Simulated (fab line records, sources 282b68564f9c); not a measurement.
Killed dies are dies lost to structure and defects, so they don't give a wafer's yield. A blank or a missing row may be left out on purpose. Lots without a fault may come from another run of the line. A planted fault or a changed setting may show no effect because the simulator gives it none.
Tool commonality check | flow rit_cmos | 14 lots, 48 wafers sampled

WHY IT WAS OPENED
At RIT_PRETRO_TW_MEAS_10 the reading PRETRO_TW is flagged on 2 of 14 lots. Wafers without a fault read 475.7, standard deviation 2.1.
Rule: a lot is flagged when every wafer of it that has a number lies more than 4 standard deviations from that mean, or none has a number. The other lots count as sound.

lot  | measured    | on            | PRETRO_TW, wafer by wafer     | flag
L573 | day 2 08:01 | film_metro-01 | 474.2 472.3 475.3             |
L578 | day 3 10:14 | film_metro-02 | 30.2 30.2 30.1 30.1 30.2 30.1 | FLAGGED
L579 | day 3 14:13 | film_metro-02 | 30.1 30.1 30.2 30.2 30.0 30.0 | FLAGGED
L581 | day 4 05:04 | film_metro-02 | 475.9 478.7 478.9             |
L586 | day 5 01:35 | film_metro-02 | 475.4 475.7 473.5             |
L587 | day 5 06:43 | film_metro-01 | 471.5 475.3 474.1             |
L589 | day 5 17:35 | film_metro-04 | 475.3 476.5 478.2             |
L590 | day 5 22:57 | film_metro-01 | 476.4 475.2 472.3             |
L591 | day 6 03:50 | film_metro-01 | 473.9 473.2 474.8             |
L592 | day 6 10:50 | film_metro-01 | 473.6 477.4 474.0             |
L593 | day 6 12:08 | film_metro-01 | 474.9 472.7 472.1             |
L594 | day 6 16:59 | film_metro-04 | 478.6 475.3 475.2             |
L595 | day 6 22:20 | film_metro-04 | 476.8 477.4 476.5             |
L596 | day 7 06:23 | film_metro-02 | 476.4 476.6 475.9             |
The numbers of the flagged lots are 30.1 on average: -445.6 against the usual, or -99 or more standard deviations.

WHICH TOOL RAN EACH LOT
The record holds 1 process step before the reading, out of a route of 202 steps. In each cell: the tool, then ch and the chambers that the sampled wafers went through, then the start.
lot  | flag    | RIT_NRETRO_STRIP_09
L573 |         | plasma_asher-03 ch 1, day 2 06:17
L578 | FLAGGED | plasma_asher-03 ch 0,1, day 3 08:22
L579 | FLAGGED | plasma_asher-03 ch 0,1, day 3 12:31
L581 |         | plasma_asher-02 ch 0,1, day 4 03:12
L586 |         | plasma_asher-03 ch 0,1, day 4 23:44
L587 |         | plasma_asher-04 ch 0,1, day 5 04:52
L589 |         | plasma_asher-04 ch 0,1, day 5 15:52
L590 |         | plasma_asher-02 ch 0,1, day 5 21:13
L591 |         | plasma_asher-02 ch 0,1, day 6 01:57
L592 |         | plasma_asher-03 ch 0,1, day 6 08:58
L593 |         | plasma_asher-03 ch 0, day 6 10:07
L594 |         | plasma_asher-03 ch 0,1, day 6 15:09
L595 |         | plasma_asher-03 ch 0,1, day 6 20:29
L596 |         | plasma_asher-04 ch 0,1, day 7 04:39
What these steps do:
- RIT_NRETRO_STRIP_09: strips in O2, time 180 s.
- RIT_PRETRO_TW_MEAS_10

FLAGGED OVER TOTAL, TOOL BY TOOL (the gauges that took the reading come last)
step                  | tool            | lots run | flagged | share of the flagged lots | sound lots run after its first flagged lot
RIT_NRETRO_STRIP_09   | plasma_asher-02 | 3        | 0       | none                      | -
RIT_NRETRO_STRIP_09   | plasma_asher-03 | 8        | 2       | all                       | 5 (L586,L592,L593,L594,L595)
RIT_NRETRO_STRIP_09   | plasma_asher-04 | 3        | 0       | none                      | -
RIT_PRETRO_TW_MEAS_10 | film_metro-01   | 6        | 0       | none                      | -
RIT_PRETRO_TW_MEAS_10 | film_metro-02   | 5        | 2       | all                       | 3 (L581,L586,L596)
RIT_PRETRO_TW_MEAS_10 | film_metro-04   | 3        | 0       | none                      | -

WHAT THE TABLE ALLOWS
2 rows of the table ran every flagged lot: plasma_asher-03 at RIT_NRETRO_STRIP_09, film_metro-02 at RIT_PRETRO_TW_MEAS_10.
- plasma_asher-03 at RIT_NRETRO_STRIP_09: 2 of its 8 lots flagged. Sound lots ran on it after the first flagged one (L586, L592, L593, L594, L595), which a lasting fault on the whole tool wouldn't allow. On the flagged lots its readings are blank where sound lots have values: chamber_pressure_mTorr, drypump_motor_current_A.
- film_metro-02 at RIT_PRETRO_TW_MEAS_10: 2 of its 5 lots flagged. Sound lots ran on it after the first flagged one (L581, L586, L596), which a lasting fault on the whole tool wouldn't allow.
No row of the table ran every flagged lot and no sound lot after the first.

WHAT THE SIMULATOR HAD PUT IN
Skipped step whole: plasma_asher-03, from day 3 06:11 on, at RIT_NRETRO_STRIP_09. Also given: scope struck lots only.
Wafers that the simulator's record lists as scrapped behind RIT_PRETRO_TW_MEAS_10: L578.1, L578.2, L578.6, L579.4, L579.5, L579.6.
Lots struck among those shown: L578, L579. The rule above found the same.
